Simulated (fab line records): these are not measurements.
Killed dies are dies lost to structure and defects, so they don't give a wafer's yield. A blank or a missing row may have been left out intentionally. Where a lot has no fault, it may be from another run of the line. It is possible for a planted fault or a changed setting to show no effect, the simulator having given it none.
fab line records | flow berkeley-cmos170 | part 2 of 2: steps 25 to 34 of 34
record lots=5 wafers=15 last-day=11
route steps=331 shown NWELL@30 PWELL@34 WELLDRIVE@55 ACTIVE@60
lots that met no fault: taken from a fault-free run of the same line
start-h: hours from the record's opening day to when the first of the lot's shown wafers began | wait-h: hours from the lot's prior step to this one | " same as the row above | L1.1+2: one row covering several wafers at once | - no value present, or no start provided | * or withheld: withheld | < > ~ a bound
route shown NAME@n: NAME is a module with steps in the file, n the number in the route of the first one | usual: mean and standard deviation over wafers with no fault | same: alike in all rows | chamber/n: place in a boat | sites: the reading at each site | _std_site: standard deviation across them | _edge_site: outer sites' mean less inner sites' | radius-mm: how far each site lies from the wafer's centre | mask NAME#n: copy n | behind: the last tool/chamber to shape the wafer | hold: what put the lot on hold/how long, in hours/how the hold closed | device: transistor that didn't switch, given as n, p or np | end of line: the tests these same wafers got at the end of their route | a step given without rows: its recipe and nothing more | killed: dies lost to structure and defects at the first sort, not the wafer's yield | map: per-die view of a wafer (x killed, . not killed, _ where there is no die)
set.NAME: the run value of the setting; set.NAME@STEP: its run value at that earlier step | model.NAME: the simulator's own value behind a step, which no gauge read
lots seen at some steps along the route; tables by step, rows by wafer
services: from which hour (start-h, from the record's first day; less than 0 if before it) a tool's chamber was out of use, for how many hours, and why
## steps
# step UCB170_PWELL_WET_ETCH_20
# recipe chemistry=BOE dilution=5:1 target=SiO2 temp-c=25 time-s=22
# usual bath-heat-duty-pct=6.3/0.74 temp-c=25.00/0.095
# columns lot.wafer tool chamber start-h wait-h bath-heat-duty-pct temp-c
L081.1 wet-bench-02 3 80.42 0.1 6.5 25.04
L081.2 " 3 " " 6.4 25.05
L081.6 " 3 " " 6.1 24.89
L086.1 wet-bench-02 3 115.88 0.0 6.4 24.99
L086.3 " 3 " " 6.4 25.00
L086.6 " 3 " " 6.6 24.94
L090.1 wet-bench-02 3 145.76 0.2 6.1 24.98
L090.2 " 3 " " 6.0 24.99
L090.3 " 3 " " 5.7 25.08
L093.2 wet-bench-01 0 149.87 0.0 6.4 25.11
L093.3 " 0 " " 6.7 25.02
L093.5 " 0 " " 7.9 25.12
L094.4 wet-bench-03 3 159.87 0.2 5.8 25.02
L094.5 " 3 " " 5.8 25.01
L094.6 " 3 " " 6.4 24.94
# step UCB170_WELLDRIVE_CLEAN_00
# recipe chemistry=SPM temp-c=120 time-s=600
# usual bath-heat-duty-pct=13.0/1.1 temp-c=119.98/0.11
# columns lot.wafer tool chamber start-h wait-h bath-heat-duty-pct temp-c
L081.1 wet-bench-03 0 80.59 0.2 14.0 119.94
L081.2 " 0 " " 12.9 119.89
L081.6 " 0 " " 14.2 120.05
L086.1 wet-bench-02 0 115.89 0.0 13.8 119.95
L086.3 " 0 " " 12.4 119.90
L086.6 " 0 " " 11.6 120.13
L090.1 wet-bench-02 0 145.97 0.2 13.7 119.82
L090.2 " 0 " " 13.0 120.03
L090.3 " 0 " " 13.8 120.26
L093.2 wet-bench-03 2 149.89 0.0 12.1 119.98
L093.3 " 2 " " 10.9 119.95
L093.5 " 2 " " 12.4 120.01
L094.4 wet-bench-01 2 161.47 1.6 11.8 119.94
L094.5 " 2 " " 13.3 119.91
L094.6 " 2 " " 13.7 119.94
# step UCB170_WELLDRIVE_OXIDATION_01
# recipe temp-c=1100 ambient=O2 target-thk-a=1990 ox-time-s=9000
# usual spike-tc-centre-C=1102.4/1 zone-power-centre-pct=54/3.1
# columns lot.wafer tool chamber start-h wait-h spike-tc-centre-C zone-power-centre-pct
L081.1 furnace-02 0 83.17 2.4 1103.8 54
L081.2 " 0 " " 1101.7 53
L081.6 " 0 " " 1103.2 53
L086.1 furnace-02 0 118.68 2.6 1102.1 53
L086.3 " 0 " " 1102.4 54
L086.6 " 0 " " 1102.4 53
L090.1 furnace-02 0 148.86 2.7 1103.5 54
L090.2 " 0 " " 1102.6 54
L090.3 " 0 " " 1102.7 53
L093.2 furnace-03 0 152.03 2.0 1101.7 52
L093.3 " 0 " " 1103.0 53
L093.5 " 0 " " 1102.7 51
L094.4 furnace-02 0 163.26 1.6 1102.7 54
L094.5 " 0 " " 1102.1 53
L094.6 " 0 " " 1102.6 53
# step UCB170_WELLDRIVE_THK_MEAS_02
# recipe reads=SiO2_of_WELLDRIVE_OXIDATION_01
# usual WELLDRIVE_OXIDE_THK=197/4.3
# columns lot.wafer tool chamber start-h wait-h WELLDRIVE_OXIDE_THK[nm]
L081.1 film-metro-02 - 86.67 0.0 203
L081.2 " - " " 202
L081.6 " - " " 200
L086.1 film-metro-02 - 122.18 0.0 198
L086.3 " - " " 196
L086.6 " - " " 198
L090.1 film-metro-04 - 152.36 0.0 196
L090.2 " - " " 199
L090.3 " - " " 201
L093.2 film-metro-04 - 155.54 0.0 201
L093.3 " - " " 202
L093.5 " - " " 201
L094.4 film-metro-04 - 166.79 0.0 191
L094.5 " - " " 192
L094.6 " - " " 193
# step UCB170_WELLDRIVE_ANNEAL_03
# recipe temp-c=1100 time-s=900 ambient=N2
# usual spike-tc-centre-C=1102.1/1.1 zone-power-centre-pct=55/4.4
# columns lot.wafer tool chamber start-h wait-h spike-tc-centre-C zone-power-centre-pct
L081.1 furnace-01 0 89.30 2.6 1101.8 64
L081.2 " 0 " " 1101.0 63
L081.6 " 0 " " 1099.2 64
L086.1 furnace-03 0 122.38 0.2 1102.9 52
L086.3 " 0 " " 1101.5 52
L086.6 " 0 " " 1101.4 51
L090.1 furnace-02 0 153.71 1.3 1101.1 53
L090.2 " 0 " " 1101.7 53
L090.3 " 0 " " 1102.3 53
L093.2 furnace-03 0 157.03 1.5 1103.2 52
L093.3 " 0 " " 1103.5 52
L093.5 " 0 " " 1102.6 52
L094.4 furnace-02 0 168.01 1.2 1101.0 53
L094.5 " 0 " " 1102.9 53
L094.6 " 0 " " 1101.8 54
# step UCB170_WELLDRIVE_WET_ETCH_04
# recipe chemistry=BOE dilution=5:1 target=SiO2 temp-c=25 time-s=120
# usual bath-heat-duty-pct=6.3/0.68 temp-c=25.00/0.1
# columns lot.wafer tool chamber start-h wait-h bath-heat-duty-pct temp-c
L081.1 wet-bench-01 3 90.55 0.0 6.5 24.91
L081.2 " 3 " " 6.3 24.99
L081.6 " 3 " " 6.8 24.85
L086.1 wet-bench-02 1 123.69 0.1 7.7 24.85
L086.3 " 1 " " 7.4 25.06
L086.6 " 1 " " 7.1 25.07
L090.1 wet-bench-03 3 154.96 0.0 5.5 24.84
L090.2 " 3 " " 6.5 24.74
L090.3 " 3 " " 6.4 25.00
L093.2 wet-bench-03 2 159.65 1.4 6.1 24.89
L093.3 " 2 " " 5.6 25.10
L093.5 " 2 " " 6.2 25.14
L094.4 wet-bench-03 0 169.46 0.2 6.2 24.98
L094.5 " 0 " " 5.3 25.00
L094.6 " 0 " " 6.2 25.05
# step UCB170_ACTIVE_CLEAN_00
# recipe chemistry=SPM temp-c=120 time-s=600
# usual bath-heat-duty-pct=13.0/1.2 temp-c=119.99/0.12
# columns lot.wafer tool chamber start-h wait-h bath-heat-duty-pct temp-c
L081.1 wet-bench-03 2 90.59 0.0 13.7 120.15
L081.2 " 2 " " 12.8 120.07
L081.6 " 2 " " 12.7 119.96
L086.1 wet-bench-01 2 123.90 0.2 12.8 120.07
L086.3 " 2 " " 13.4 120.01
L086.6 " 2 " " 14.1 120.00
L090.1 wet-bench-03 2 155.00 0.0 13.1 120.02
L090.2 " 2 " " 12.2 119.95
L090.3 " 2 " " 11.6 120.03
L093.2 wet-bench-03 3 159.88 0.2 13.0 119.97
L093.3 " 3 " " 12.5 119.91
L093.5 " 3 " " 13.7 119.90
L094.4 wet-bench-03 3 169.76 0.3 12.3 120.16
L094.5 " 3 " " 13.1 120.13
L094.6 " 3 " " 14.1 120.30
# step UCB170_ACTIVE_CLEAN_01
# recipe chemistry=dHF dilution=25:1 time-s=60
# columns lot.wafer tool chamber start-h wait-h
L081.1+2+6 wet-bench-02 1 90.78 0.0
L086.1+3+6 wet-bench-01 0 124.08 0.0
L090.1+2+3 wet-bench-03 1 155.38 0.2
L093.2+3+5 wet-bench-01 1 161.65 1.6
L094.4+5+6 wet-bench-02 1 171.72 1.8
# step UCB170_ACTIVE_OXIDATION_02
# recipe temp-c=1000 ambient=O2 target-thk-a=264 ox-time-s=1260
# usual spike-tc-centre-C=1002.1/1.1 zone-power-centre-pct=50/4.4
# columns lot.wafer tool chamber start-h wait-h spike-tc-centre-C zone-power-centre-pct
L081.1 furnace-04 0 94.31 3.5 1002.7 48
L081.2 " 0 " " 1001.5 47
L081.6 " 0 " " 1002.5 49
L086.1 furnace-01 0 126.78 2.7 1001.4 56
L086.3 " 0 " " 1001.1 56
L086.6 " 0 " " 1000.4 58
L090.1 furnace-04 0 156.43 1.0 1002.0 49
L090.2 " 0 " " 1002.6 47
L090.3 " 0 " " 1001.0 48
L093.2 furnace-01 0 163.00 1.3 1000.3 57
L093.3 " 0 " " 1001.9 56
L093.5 " 0 " " 1002.0 57
L094.4 furnace-04 0 171.95 0.2 1003.0 47
L094.5 " 0 " " 1001.4 48
L094.6 " 0 " " 1003.7 48
# step UCB170_ACTIVE_THK_MEAS_03
# recipe reads=SiO2_of_ACTIVE_OXIDATION_02
# usual ACTIVE_OXIDE_THK=26.4/0.42
# columns lot.wafer tool chamber start-h wait-h ACTIVE_OXIDE_THK[nm]
L081.1 film-metro-03 - 95.66 0.0 26.8
L081.2 " - " " 26.4
L081.6 " - " " 26.5
L086.1 film-metro-02 - 128.13 0.0 27.3
L086.3 " - " " 27.1
L086.6 " - " " 27.3
L090.1 film-metro-02 - 157.78 0.0 26.3
L090.2 " - " " 26.0
L090.3 " - " " 25.9
L093.2 film-metro-02 - 164.36 0.0 26.5
L093.3 " - " " 26.4
L093.5 " - " " 26.9
L094.4 film-metro-01 - 173.38 0.1 26.3
L094.5 " - " " 26.6
L094.6 " - " " 26.3
## services
# columns tool chamber start-h hours kind
rie-diel-01 0 46.29 4.1 repair
krf-scanner-01 - 51.15 0.8 pm
rie-diel-01 2 53.31 35.2 repair
krf-scanner-02 - 56.93 0.7 repair
krf-scanner-02 - 60.69 0.7 repair
implanter-04 - 67.35 1.4 repair
krf-scanner-01 - 78.62 1.0 pm
krf-scanner-02 - 96.80 1.6 repair
wet-bench-02 - 103.45 4.4 pm
krf-scanner-02 - 106.79 0.2 repair
plasma-asher-01 - 108.78 9.0 pm
plasma-asher-01 0 108.78 9.0 vent-cycle
rie-diel-02 1 115.61 8.8 repair
krf-scanner-02 - 119.21 1.3 pm
lpcvd-02 - 123.05 14.6 pm
furnace-02 - 139.10 5.3 pm
krf-scanner-01 - 144.90 0.8 pm
krf-scanner-01 - 146.62 1.3 pm
rie-diel-04 2 147.36 1.2 repair
implanter-04 - 155.09 5.1 repair
furnace-01 - 157.32 2.9 pm
implanter-04 - 158.36 2.0 repair
plasma-asher-01 - 165.91 4.3 pm
krf-scanner-02 - 171.65 1.0 pm
